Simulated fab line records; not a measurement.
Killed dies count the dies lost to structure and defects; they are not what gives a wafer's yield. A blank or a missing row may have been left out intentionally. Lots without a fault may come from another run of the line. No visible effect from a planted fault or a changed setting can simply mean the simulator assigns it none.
fab line records | flow berkeley-cmos170
[record] lots = 15 wafers = 45 last-day = 13
route steps=331 shown GATE@134 PSD@181
lots that met no fault: taken from a fault-free run of the same line
start-h: start of the lot's first displayed wafer, in hours after the record's first day | wait-h: hours from the lot's prior step to this one | " as in the row above | L1.1+2: one row covering several wafers at once | - no value, or no start given | * or withheld: withheld | < > ~ a bound
route shown NAME@n: names a module that has steps shown in the file, with the first one's number in the route | usual: average and standard deviation across the fault-free wafers | same: alike in all rows | chamber/n: place in a boat | sites: the reading at each site | _std_site: the values' standard deviation | _edge_site: inner sites' mean taken away from outer sites' mean | radius-mm: for every site, how far away it sits from the centre of the wafer | mask NAME#n: copy n | behind: the tool/chamber that last shaped the wafer | hold: why the lot was held/for how many hours/how that ended | device: transistor that didn't switch, given as n, p or np | end of line: the same wafers' tests at the end of the route | for a step that has no rows: nothing shown but its recipe | killed: not the wafer's yield, but the dies lost to structure and defects at the first sort | map: dies across one wafer; x = killed, . = not, _ = none there
set.NAME: the setting that was run; set.NAME@STEP: the one run at that earlier step | model.NAME: the simulator's own value behind a step, which no gauge read
one table for each step of the route and one row for each wafer, over a sample of lots
services: when a tool's chamber went out of use (start-h, in hours from the record's first day, below 0 if earlier), for how many hours, and the reason
[[steps]]
[step UCB170_GATE_SOFTBAKE_08]
[recipe] resist = KrF temp-c = 130 time-s = 62.48
[usual] plate-sensor-t-centre-C = 131.41/0.0082 plate-sensor-t-edge-C = 131.53/0.01 resist-line-temp-C = 23.00/0.11 softbake-temp-c = 129.99/0.14
// columns lot.wafer tool chamber start-h wait-h plate-sensor-t-centre-C plate-sensor-t-edge-C resist-line-temp-C softbake-temp-c
L424.2 litho-track-04 0 - - 131.42 131.53 22.95 130.07
L424.5 " 0 " " 131.39 131.55 22.97 129.95
L424.6 " 0 " " 131.4 131.53 22.91 130.03
L428.2 litho-track-04 0 - - 131.41 131.52 22.95 130.05
L428.3 " 0 " " 131.41 131.52 23.01 130.10
L428.4 " 0 " " 131.41 131.51 23.12 129.97
L425.1 litho-track-01 0 - - 131.42 131.52 22.91 129.90
L425.4 " 0 " " 131.4 131.52 22.87 129.99
L425.5 " 0 " " 131.41 131.55 22.99 129.82
L429.1 litho-track-01 0 - - 131.41 131.52 23.01 130.26
L429.2 " 0 " " 131.39 131.52 22.97 130.07
L429.6 " 0 " " 131.41 131.52 23.02 130.05
L431.1 litho-track-02 0 - - 131.42 131.52 22.93 130.15
L431.2 " 0 " " 131.42 131.53 22.91 130.21
L431.4 " 0 " " 131.41 131.54 22.75 130.19
L435.1 litho-track-01 0 - - 131.41 131.54 22.89 130.13
L435.2 " 0 " " 131.42 131.53 22.88 129.98
L435.6 " 0 " " 131.41 131.54 22.86 130.20
L438.1 litho-track-02 0 - - 131.41 131.53 22.98 129.80
L438.2 " 0 " " 131.39 131.52 23.02 129.95
L438.6 " 0 " " 131.41 131.52 22.92 129.89
L439.4 litho-track-04 0 - - 131.41 131.54 23.04 129.93
L439.5 " 0 " " 131.4 131.53 22.93 129.92
L439.6 " 0 " " 131.42 131.53 22.98 129.98
L440.1 litho-track-04 0 - - 131.42 131.52 22.93 129.83
L440.2 " 0 " " 131.42 131.51 22.93 129.59
L440.3 " 0 " " 131.4 131.53 23.11 129.82
L441.3 litho-track-02 0 - - 131.42 131.53 23.07 130.23
L441.4 " 0 " " 131.41 131.53 23.03 129.91
L441.6 " 0 " " 131.41 131.54 23.12 130.19
L444.1 litho-track-02 0 - - 131.39 131.52 23.07 129.93
L444.4 " 0 " " 131.42 131.53 23.00 130.15
L444.6 " 0 " " 131.42 131.5 23.05 130.03
L442.2 litho-track-04 0 - - 131.39 131.54 22.87 130.11
L442.3 " 0 " " 131.42 131.53 23.00 129.95
L442.5 " 0 " " 131.4 131.52 23.03 130.24
L443.2 litho-track-01 0 - - 131.4 131.52 23.06 130.01
L443.5 " 0 " " 131.42 131.51 22.91 129.96
L443.6 " 0 " " 131.41 131.52 22.94 130.17
L446.1 litho-track-04 0 - - 131.4 131.52 22.99 129.93
L446.3 " 0 " " 131.41 131.54 23.05 129.95
L446.4 " 0 " " 131.41 131.54 22.97 129.99
L445.4 litho-track-02 0 - - 131.41 131.53 22.93 130.04
L445.5 " 0 " " 131.41 131.54 22.89 129.90
L445.6 " 0 " " 131.4 131.52 22.74 129.93
[step UCB170_PSD_CD_MEAS_06]
[recipe] target-cd-nm = 1200
[usual] cd-nm = 1200.0/1.6
// columns lot.wafer tool chamber start-h wait-h cd-nm
L424.2 cd-sem-02 - 153.43 - 1198.2
L424.5 " - " " 1196.7
L424.6 " - " " 1199.4
L428.2 cd-sem-02 - 169.54 - 1197.9
L428.3 " - " " 1199.3
L428.4 " - " " 1199.1
L425.1 cd-sem-02 - 170.45 - 1199.7
L425.4 " - " " 1199.4
L425.5 " - " " 1200.4
L429.1 cd-sem-01 - 190.49 - 1198.4
L429.2 " - " " 1198.4
L429.6 " - " " 1199.1
L431.1 cd-sem-02 - 200.05 - 1201.7
L431.2 " - " " 1201.6
L431.4 " - " " 1201.7
L435.1 cd-sem-01 - 214.39 - 1199.3
L435.2 " - " " 1200.7
L435.6 " - " " 1199.9
L438.1 cd-sem-02 - 229.62 - 1198.9
L438.2 " - " " 1198.4
L438.6 " - " " 1198.6
L439.4 cd-sem-01 - 242.85 - 1199.1
L439.5 " - " " 1200.0
L439.6 " - " " 1199.2
L440.1 cd-sem-01 - 255.08 - 1197.5
L440.2 " - " " 1198.7
L440.3 " - " " 1199.3
L441.3 cd-sem-02 - 255.20 - 1199.1
L441.4 " - " " 1197.8
L441.6 " - " " 1198.7
L442.2 cd-sem-01 - 261.77 - 1201.5
L442.3 " - " " 1200.3
L442.5 " - " " 1200.6
L443.2 cd-sem-02 - 261.89 - 1198.5
L443.5 " - " " 1198.9
L443.6 " - " " 1198.5
L444.1 cd-sem-01 - 262.14 - 1198.6
L444.4 " - " " 1197.6
L444.6 " - " " 1196.5
L446.1 cd-sem-01 - 276.25 - 1201.8
L446.3 " - " " 1200.5
L446.4 " - " " 1200.3
L445.4 cd-sem-01 - 276.55 - 1199.8
L445.5 " - " " 1200.1
L445.6 " - " " 1200.4
[step UCB170_PSD_OVL_MEAS_07]
[usual] PSD_OVL = 2/6.8
// columns lot.wafer tool chamber start-h wait-h PSD_OVL[nm]
L424.2 overlay-02 - 153.53 0.1 3
L424.5 " - " " 4
L424.6 " - " " 4
L428.2 overlay-02 - 169.65 0.1 8
L428.3 " - " " 3
L428.4 " - " " 17
L425.1 overlay-02 - 170.57 0.1 5
L425.4 " - " " -7
L425.5 " - " " 7
L429.1 overlay-02 - 190.61 0.1 13
L429.2 " - " " -2
L429.6 " - " " 3
L431.1 overlay-02 - 200.17 0.1 8
L431.2 " - " " 0
L431.4 " - " " -4
L435.1 overlay-02 - 214.51 0.1 1
L435.2 " - " " 3
L435.6 " - " " 4
L438.1 overlay-02 - 229.74 0.1 -6
L438.2 " - " " 4
L438.6 " - " " -2
L439.4 overlay-02 - 242.93 0.1 1
L439.5 " - " " 2
L439.6 " - " " 5
L440.1 overlay-02 - 255.20 0.1 -1
L440.2 " - " " 14
L440.3 " - " " 2
L441.3 overlay-01 - 255.29 0.1 3
L441.4 " - " " 7
L441.6 " - " " -1
L442.2 overlay-02 - 261.88 0.1 5
L442.3 " - " " 14
L442.5 " - " " 11
L443.2 overlay-01 - 261.99 0.1 1
L443.5 " - " " -6
L443.6 " - " " -1
L444.1 overlay-02 - 262.26 0.1 6
L444.4 " - " " 2
L444.6 " - " " 0
L446.1 overlay-02 - 276.37 0.1 6
L446.3 " - " " 6
L446.4 " - " " -3
L445.4 overlay-01 - 276.63 0.1 3
L445.5 " - " " -2
L445.6 " - " " 0
[step UCB170_PSD_IMPLANT_08]
[recipe] species = B dose-cm2 = 2.937e+15 energy-kev = 20 tilt-deg = 7
[usual] tilt-deg = 6.997/0.021
// columns lot.wafer tool chamber start-h wait-h tilt-deg
L424.2 implanter-04 0 153.59 0.0 6.965
L424.5 " 0 " " 6.971
L424.6 " 0 " " 6.958
L428.2 implanter-03 0 169.70 0.0 6.989
L428.3 " 0 " " 7.002
L428.4 " 0 " " 6.993
L425.1 implanter-03 0 170.61 0.0 7.861
L425.4 " 0 " " 7.866
L425.5 " 0 " " 7.884
L429.1 implanter-03 0 190.65 0.0 7.859
L429.2 " 0 " " 7.887
L429.6 " 0 " " 7.864
L431.1 implanter-03 0 200.20 0.0 7.893
L431.2 " 0 " " 7.923
L431.4 " 0 " " 7.933
L435.1 implanter-01 0 214.55 0.0 6.972
L435.2 " 0 " " 6.990
L435.6 " 0 " " 7.000
L438.1 implanter-01 0 229.78 0.0 6.985
L438.2 " 0 " " 6.978
L438.6 " 0 " " 6.974
L439.4 implanter-04 0 243.02 0.1 7.006
L439.5 " 0 " " 6.992
L439.6 " 0 " " 7.023
L440.1 implanter-01 0 255.24 0.0 7.004
L440.2 " 0 " " 7.012
L440.3 " 0 " " 7.010
L441.3 implanter-03 0 255.37 0.1 7.019
L441.4 " 0 " " 7.005
L441.6 " 0 " " 7.030
L442.2 implanter-01 0 261.93 0.0 7.013
L442.3 " 0 " " 6.994
L442.5 " 0 " " 7.013
L443.2 implanter-04 0 262.05 0.0 7.012
L443.5 " 0 " " 6.993
L443.6 " 0 " " 6.993
L444.1 implanter-03 0 262.30 0.0 7.024
L444.4 " 0 " " 7.005
L444.6 " 0 " " 6.994
L446.1 implanter-01 0 276.41 0.0 7.009
L446.3 " 0 " " 6.997
L446.4 " 0 " " 7.006
L445.4 implanter-03 0 276.72 0.1 7.001
L445.5 " 0 " " 6.976
L445.6 " 0 " " 6.976
[step UCB170_SDANNEAL_RS_MEAS_02]
[recipe] thk-meas-gauge = four-point-probe
[usual] PSD_RS = 76.7/0.31
// columns lot.wafer tool chamber start-h wait-h PSD_RS[ohm/sq]
L424.2 film-metro-01 - 156.97 0.1 76.6
L424.5 " - " " 76.5
L424.6 " - " " 76.6
L428.2 film-metro-01 - 174.01 0.1 76.9
L428.3 " - " " 76.6
L428.4 " - " " 76.7
L425.1 film-metro-02 - 174.84 0.2 -
L425.4 " - " " -
L425.5 " - " " -
L429.1 film-metro-01 - 193.65 0.0 -
L429.2 " - " " -
L429.6 " - " " -
L431.1 film-metro-03 - 203.83 0.0 -
L431.2 " - " " -
L431.4 " - " " -
L435.1 film-metro-01 - 217.98 0.0 76.1
L435.2 " - " " 76.4
L435.6 " - " " 76.6
L438.1 film-metro-01 - 233.81 0.0 76.2
L438.2 " - " " 76.7
L438.6 " - " " 76.3
L439.4 film-metro-03 - 245.97 0.1 76.4
L439.5 " - " " 76.5
L439.6 " - " " 76.6
L440.1 film-metro-02 - 258.14 0.0 77.0
L440.2 " - " " 77.2
L440.3 " - " " 76.8
L441.3 film-metro-03 - 258.45 0.1 76.6
L441.4 " - " " 76.8
L441.6 " - " " 76.5
L442.2 film-metro-02 - 267.09 0.1 76.4
L442.3 " - " " 76.8
L442.5 " - " " 76.5
L444.1 film-metro-01 - 267.36 0.0 76.1
L444.4 " - " " 76.4
L444.6 " - " " 76.0
L443.2 film-metro-03 - 267.87 0.1 76.8
L443.5 " - " " 76.8
L443.6 " - " " 76.6
L446.1 film-metro-02 - 279.73 0.0 76.2
L446.3 " - " " 76.0
L446.4 " - " " 76.2
L445.4 film-metro-01 - 280.39 0.1 77.2
L445.5 " - " " 76.9
L445.6 " - " " 76.8
[[services]]
// columns tool chamber start-h hours kind
implanter-01 - 133.06 4.4 repair
implanter-01 - 135.15 45.7 repair
implanter-01 - 143.83 2.6 repair
implanter-04 - 178.01 2.5 pm
implanter-01 - 196.81 1.3 repair
implanter-03 - 214.18 1.7 repair
implanter-04 - 215.39 1.8 repair
implanter-03 - 225.61 2.5 pm
[[key]]
[first-sign] step = UCB170_PSD_IMPLANT_08 reading = tilt-deg direction = up sigmas = 43 usual = 6.997 struck = 7.886
[effect] step = UCB170_SDANNEAL_RS_MEAS_02 reading = PSD_RS direction = missing
met-at UCB170_PSD_IMPLANT_08
struck-lots L425,L429,L431
sort-left-out L425.1,L425.4,L425.5
tester-left-out L425,L429,L431
not-acting-at UCB170_GATE_SOFTBAKE_08,UCB170_PSD_CD_MEAS_06,UCB170_PSD_OVL_MEAS_07
onset-between 169.70 170.61
[fault] kind = process-parameter-drift tool = implanter-03 chamber = - onset-h = 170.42 steps = UCB170_PSD_IMPLANT_08 channel = tilt-deg offset = 0.89185 shape = step end-h = 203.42 acts-in = these-recipes-only stated = 7
// tester-left-out: of these lots the tester's yield and bins aren't shown, on N5 and GAA mostly nor the transistor test; their killed dies are dies lost to structure and defects alone, not to doping, threshold or leakage, so they don't give the yield
// sort-left-out: the simulated sort isn't trusted on such a fault, so these wafers' sort isn't shown, and their yield isn't known
